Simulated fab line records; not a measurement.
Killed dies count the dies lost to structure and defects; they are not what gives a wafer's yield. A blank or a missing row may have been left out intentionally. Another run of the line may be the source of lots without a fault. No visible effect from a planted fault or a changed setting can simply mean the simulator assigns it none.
fab line records ; flow berkeley_cmos170
[record] lots = 5; wafers = 15; last_day = 11
route steps=331 shown CONTACT@228
lots with no fault: from the same line, run without faults
start_h: start of the lot's first displayed wafer, in hours after the record's first day ; wait_h: how many hours have passed since the lot's step before this one ; " the same as in the row above ; L1.1+2: a single row standing in for several wafers ; - no value, or no start was given ; * or withheld: withheld ; < > ~ a bound
route shown NAME@n: NAME is a module with steps in the file, n the number in the route of the first one ; usual: mean/standard deviation of fault-free wafers ; same: alike in all rows ; chamber/n: place in a boat ; sites: each site's reading ; _std_site: standard deviation across them ; _edge_site: the outer-site mean with the inner-site mean subtracted ; radius_mm: for every site, how far away it sits from the centre of the wafer ; mask NAME#n: copy n ; behind: the most recent tool/chamber to have shaped the wafer ; hold: cause of the lot's hold/its duration in hours/its outcome ; device: which transistor (n, p or np) failed to switch ; end of line: tests run on the same wafers once the route is complete ; a step with no rows: only its recipe ; killed: not the wafer's yield, but the dies lost to structure and defects at the first sort ; map: the dies of a wafer, with x for killed, . for not killed, _ for no die there
set.NAME: the setting as run; set.NAME@STEP: as run at that earlier step ; model.NAME: the simulator's own value behind a step, which no gauge read
lots at some steps of the route; a table a step, a row a wafer
services: from which hour (start_h, from the record's first day; less than 0 if before it) a tool's chamber was out of use, for how many hours, and why
[[steps]]
[step UCB170_CONTACT_EXPOSE_12]
[recipe] mask_id = CONT; target_cd_nm = 700; na = 0.5; sigma_outer = 0.6; source_shape = conventional; dose_mj = 35
[usual] focus_offset_nm = 0.1/0.57; reticle_temp_C = 23.00/0.096
lot.wafer;tool;chamber;start_h;wait_h;mask;focus_offset_nm;reticle_temp_C
L074.1;krf_scanner-02;0;-;-;CONT#0;0.0;22.91
L074.5;krf_scanner-02;0;-;-;CONT#0;1.0;22.95
L074.6;krf_scanner-02;0;-;-;CONT#0;0.4;23.01
L082.1;krf_scanner-01;0;169.13;-;CONT#0;0.5;23.12
L082.3;krf_scanner-01;0;169.13;-;CONT#0;0.2;23.07
L082.6;krf_scanner-01;0;169.13;-;CONT#0;-1.0;23.10
L084.2;krf_scanner-02;0;185.96;-;CONT#0;-0.1;22.84
L084.3;krf_scanner-02;0;185.96;-;CONT#0;-0.1;22.81
L084.4;krf_scanner-02;0;185.96;-;CONT#0;0.2;22.89
L086.1;krf_scanner-02;0;190.57;-;CONT#0;0.0;22.99
L086.3;krf_scanner-02;0;190.57;-;CONT#0;0.4;22.88
L086.5;krf_scanner-02;0;190.57;-;CONT#0;0.1;22.92
L096.3;krf_scanner-01;0;248.49;-;CONT#0;0.5;22.85
L096.4;krf_scanner-01;0;248.49;-;CONT#0;0.2;22.90
L096.5;krf_scanner-01;0;248.49;-;CONT#0;0.3;22.87
[step UCB170_CONTACT_PEB_13]
[recipe] peb_temp_c = 130; peb_time_s = withheld; resist = KrF
lot.wafer;tool;chamber;start_h;wait_h
L074.1+5+6;litho_track-03;0;-;-
L082.1+3+6;litho_track-03;0;169.24;0.1
L084.2+3+4;litho_track-04;0;186.32;0.3
L086.1+3+5;litho_track-04;0;190.68;0.1
L096.3+4+5;litho_track-01;0;248.61;0.1
[step UCB170_CONTACT_DEVELOP_14]
[recipe] developer = TMAH; develop_time_s = 45; resist = KrF; dev_temp_c = 21
lot.wafer;tool;chamber;start_h;wait_h
L074.1+5+6;litho_track-03;0;-;-
L082.1+3+6;litho_track-03;0;-;-
L084.2+3+4;litho_track-04;0;-;-
L086.1+3+5;litho_track-04;0;-;-
L096.3+4+5;litho_track-01;0;-;-
[step UCB170_CONTACT_CD_MEAS_15]
[recipe] target_cd_nm = 700
[usual] cd_nm = 699.7/1.3
lot.wafer;tool;chamber;start_h;wait_h;cd_nm
L074.1;cd_sem-02;-;143.15;-;697.2
L074.5;cd_sem-02;-;143.15;-;696.8
L074.6;cd_sem-02;-;143.15;-;697.5
L082.1;cd_sem-01;-;169.52;-;702.4
L082.3;cd_sem-01;-;169.52;-;701.1
L082.6;cd_sem-01;-;169.52;-;700.5
L084.2;cd_sem-01;-;186.59;-;699.9
L084.3;cd_sem-01;-;186.59;-;699.7
L084.4;cd_sem-01;-;186.59;-;702.7
L086.1;cd_sem-02;-;190.96;-;698.7
L086.3;cd_sem-02;-;190.96;-;699.0
L086.5;cd_sem-02;-;190.96;-;699.6
L096.3;cd_sem-01;-;248.88;-;698.4
L096.4;cd_sem-01;-;248.88;-;699.4
L096.5;cd_sem-01;-;248.88;-;699.4
[step UCB170_CONTACT_OVL_MEAS_16]
[usual] CONTACT_OVL = 3/5.9
lot.wafer;tool;chamber;start_h;wait_h;CONTACT_OVL[nm]
L074.1;overlay-01;-;143.27;0.1;3
L074.5;overlay-01;-;143.27;0.1;3
L074.6;overlay-01;-;143.27;0.1;5
L082.1;overlay-02;-;169.64;0.1;-1
L082.3;overlay-02;-;169.64;0.1;1
L082.6;overlay-02;-;169.64;0.1;-5
L084.2;overlay-01;-;186.70;0.1;-2
L084.3;overlay-01;-;186.70;0.1;3
L084.4;overlay-01;-;186.70;0.1;-5
L086.1;overlay-02;-;191.08;0.1;-1
L086.3;overlay-02;-;191.08;0.1;-2
L086.5;overlay-02;-;191.08;0.1;1
L096.3;overlay-01;-;248.97;0.1;4
L096.4;overlay-01;-;248.97;0.1;5
L096.5;overlay-01;-;248.97;0.1;8
[step UCB170_CONTACT_ETCH_17]
[recipe] chemistry = N2/H2; target_depth_a = withheld; overetch_a = withheld; target = BARC; time_s = withheld; source_w = 500; bias_w = 100; pressure_mtorr = 30; n2_flow_sccm = 100; h2_flow_sccm = 200
[usual] drypump_motor_current_A = 5.4/0.34; oes_product_au = 1.001/0.02; throttle_valve_pct = 13.30/0.12
lot.wafer;tool;chamber;start_h;wait_h;drypump_motor_current_A;oes_product_au;throttle_valve_pct
L074.1;rie_diel-04;2;143.31;0.0;5.3;0.977;13.45
L074.5;rie_diel-04;1;143.31;0.0;5.0;1.000;13.36
L074.6;rie_diel-04;2;143.31;0.0;5.3;0.989;13.45
L082.1;rie_diel-04;2;169.67;0.0;5.3;0.982;13.45
L082.3;rie_diel-04;1;169.67;0.0;5.0;0.995;13.38
L082.6;rie_diel-04;3;169.67;0.0;5.2;0.978;13.40
L084.2;rie_diel-02;0;186.73;0.0;5.6;0.990;13.22
L084.3;rie_diel-02;3;186.73;0.0;6.1;0.990;13.18
L084.4;rie_diel-02;1;186.73;0.0;5.3;0.996;13.14
L086.1;rie_diel-02;3;191.12;0.0;6.1;1.008;13.20
L086.3;rie_diel-02;0;191.12;0.0;5.6;0.997;13.20
L086.5;rie_diel-02;3;191.12;0.0;6.1;0.992;13.21
L096.3;rie_diel-04;3;249.00;0.0;5.2;0.973;13.40
L096.4;rie_diel-04;2;249.00;0.0;5.3;0.971;13.47
L096.5;rie_diel-04;2;249.00;0.0;5.3;0.968;13.44
[step UCB170_CONTACT_ETCH_18]
[recipe] chemistry = CHF3/CF4/Ar; target = PSG; stop_on = TiSi2; CHF3_flow_sccm = 45; cf4_flow_sccm = 15; Ar_flow_sccm = 150; pressure_mtorr = 200; rf_w = 700; target_depth_a = 8400; over_etch_frac = 0.2; time_s = 195
[usual] drypump_motor_current_A = 5.4/0.34; oes_product_au = 0.894/0.017; throttle_valve_pct = 6.92/0.097
lot.wafer;tool;chamber;start_h;wait_h;drypump_motor_current_A;oes_product_au;rf_hours_counter_h;throttle_valve_pct
L074.1;rie_diel-04;2;-;-;5.3;0.880;88;7.05
L074.5;rie_diel-04;1;-;-;4.9;0.892;-;6.97
L074.6;rie_diel-04;2;-;-;5.3;0.877;-;7.05
L082.1;rie_diel-04;2;-;-;5.3;0.861;89;7.07
L082.3;rie_diel-04;1;-;-;5.0;0.885;94;6.97
L082.6;rie_diel-04;3;-;-;5.2;0.865;-;7.02
L084.2;rie_diel-02;0;-;-;5.6;0.895;53;6.83
L084.3;rie_diel-02;3;-;-;6.1;0.893;19;6.87
L084.4;rie_diel-02;1;-;-;5.3;0.889;52;6.81
L086.1;rie_diel-02;3;-;-;6.1;0.882;19;6.88
L086.3;rie_diel-02;0;-;-;5.6;0.895;53;6.82
L086.5;rie_diel-02;3;-;-;6.1;0.892;-;6.88
L096.3;rie_diel-04;3;-;-;5.2;0.865;6;7.00
L096.4;rie_diel-04;2;-;-;5.3;0.868;93;7.06
L096.5;rie_diel-04;2;-;-;5.3;0.867;-;7.05
[step UCB170_CONTACT_STRIP_19]
[recipe] chemistry = O2; power_w = 400; pressure_mtorr = 3500; platen_temp_c = withheld; o2_flow_sccm = 400; overash_fraction = 0.5
[usual] drypump_motor_current_A = 5.8/0.48; oes_product_au = 0.726/0.0041
lot.wafer;tool;chamber;start_h;wait_h;drypump_motor_current_A;oes_product_au;rf_hours_counter_h
L074.1;plasma_asher-04;1;143.47;-;5.5;0.725;48
L074.5;plasma_asher-04;0;143.47;-;5.4;0.726;-
L074.6;plasma_asher-04;1;143.47;-;5.5;0.732;-
L082.1;plasma_asher-03;1;169.84;-;5.9;0.730;3
L082.3;plasma_asher-03;0;169.84;-;5.6;0.728;-
L082.6;plasma_asher-03;1;169.84;-;5.9;0.729;-
L084.2;plasma_asher-02;1;186.89;-;6.8;0.727;44
L084.3;plasma_asher-02;1;186.89;-;6.8;0.726;-
L084.4;plasma_asher-02;0;186.89;-;5.6;0.719;-
L086.1;plasma_asher-02;0;191.28;-;5.6;0.721;45
L086.3;plasma_asher-02;1;191.28;-;6.8;0.728;-
L086.5;plasma_asher-02;1;191.28;-;6.8;0.731;-
L096.3;plasma_asher-04;0;249.20;-;5.4;0.727;-
L096.4;plasma_asher-04;1;249.20;-;5.5;0.732;-
L096.5;plasma_asher-04;1;249.20;-;5.6;0.722;-
[step UCB170_CONTACT_CD_MEAS_90]
[recipe] target_cd_nm = 700
[usual] cd_nm = 699.9/1.4
lot.wafer;tool;chamber;start_h;wait_h;cd_nm
L074.1;cd_sem-01;-;143.57;0.1;697.6
L074.5;cd_sem-01;-;143.57;0.1;697.2
L074.6;cd_sem-01;-;143.57;0.1;697.6
L082.1;cd_sem-02;-;169.94;0.1;702.4
L082.3;cd_sem-02;-;169.94;0.1;701.0
L082.6;cd_sem-02;-;169.94;0.1;699.8
L084.2;cd_sem-01;-;187.01;0.1;699.9
L084.3;cd_sem-01;-;187.01;0.1;699.6
L084.4;cd_sem-01;-;187.01;0.1;703.1
L086.1;cd_sem-01;-;191.38;0.1;698.5
L086.3;cd_sem-01;-;191.38;0.1;699.1
L086.5;cd_sem-01;-;191.38;0.1;699.5
L096.3;cd_sem-01;-;249.30;0.1;697.6
L096.4;cd_sem-01;-;249.30;0.1;699.1
L096.5;cd_sem-01;-;249.30;0.1;698.6
[step UCB170_CONTACT_CLEAN_20]
[recipe] chemistry = SPM; temp_c = 120; time_s = 600
lot.wafer;tool;chamber;start_h;wait_h
L074.1+5+6;wet_bench-02;0;143.69;0.1
L082.1+3+6;wet_bench-02;1;170.06;0.1
L084.2+3+4;wet_bench-03;3;187.13;0.1
L086.1+3+5;wet_bench-03;0;191.50;0.1
L096.3+4+5;wet_bench-01;3;249.49;0.2
[[services]]
tool;chamber;start_h;hours;kind
plasma_asher-03;0;125.34;-;clean
plasma_asher-03;1;125.34;-;clean
plasma_asher-03;-;131.76;13.2;pm
plasma_asher-04;-;132.16;1.1;repair
krf_scanner-01;-;138.45;3.6;pm
krf_scanner-02;0;141.46;-;calibration
krf_scanner-01;-;145.19;1.3;pm
krf_scanner-02;-;150.61;1.3;pm
krf_scanner-02;-;165.43;0.9;repair
krf_scanner-01;-;175.39;1.0;pm
krf_scanner-01;-;177.18;4.0;repair
krf_scanner-02;-;178.76;0.4;repair
krf_scanner-01;-;183.36;0.5;repair
krf_scanner-01;-;207.30;2.5;repair
krf_scanner-02;-;212.93;1.0;pm
krf_scanner-01;0;225.91;-;calibration
rie_diel-02;2;234.08;3.7;repair
rie_diel-02;2;247.98;3.1;repair
[[key]]
fault none
